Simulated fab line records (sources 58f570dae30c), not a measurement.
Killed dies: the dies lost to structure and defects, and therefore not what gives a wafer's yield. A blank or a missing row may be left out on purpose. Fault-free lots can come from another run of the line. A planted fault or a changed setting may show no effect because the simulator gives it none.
Which of the tools did it? -- flow berkeleyCmos170 -- 7 lots, 19 wafers sampled, at 1 step of a route of 331

== WHAT EACH GAUGE READ, for each wafer ==
UCB170_GATE_THK_MEAS_02.
lot,measured,on,GATE_OXIDE_THK (nm)
L877,day 6 06:43,filmMetro-01,6.62 6.50 6.48
L879,day 7 09:30,filmMetro-04,6.53 6.47 6.56
L881,day 7 09:31,filmMetro-03,6.51 6.45 6.49
L883,day 7 17:53,filmMetro-04,6.52 6.48 6.42
L890,day 9 01:30,filmMetro-01,6.40
L894,day 9 22:08,filmMetro-03,6.38 6.41 6.44
L898,day 10 17:01,filmMetro-01,6.64 6.58 6.68

== WHICH TOOL RAN EACH LOT (tool, then ch and the chambers of the sampled wafers, then the start) ==
Before these readings, the record contains no process step.

== THE ANSWER, worked out from the rows above alone ==
Rule: the usual values come from the lots themselves. The widest of any qualifying gaps counts: lots, ordered by their means at a reading, are off when they make up no more than a third of the lots, leave a main group of 4 or more, and stand apart from it by 3 or more times the standard deviation of that group's means. The tables above print the reading to a certain number of digits; a main group whose means all agree to those digits is not used. Also off: a lot with no number at a reading for which 4 or more lots have one. Any other lot the step has rows for is counted as sound.
Nothing can be told from this: no lot is off at any reading shown.

== WHAT THE SIMULATOR PUT IN ==
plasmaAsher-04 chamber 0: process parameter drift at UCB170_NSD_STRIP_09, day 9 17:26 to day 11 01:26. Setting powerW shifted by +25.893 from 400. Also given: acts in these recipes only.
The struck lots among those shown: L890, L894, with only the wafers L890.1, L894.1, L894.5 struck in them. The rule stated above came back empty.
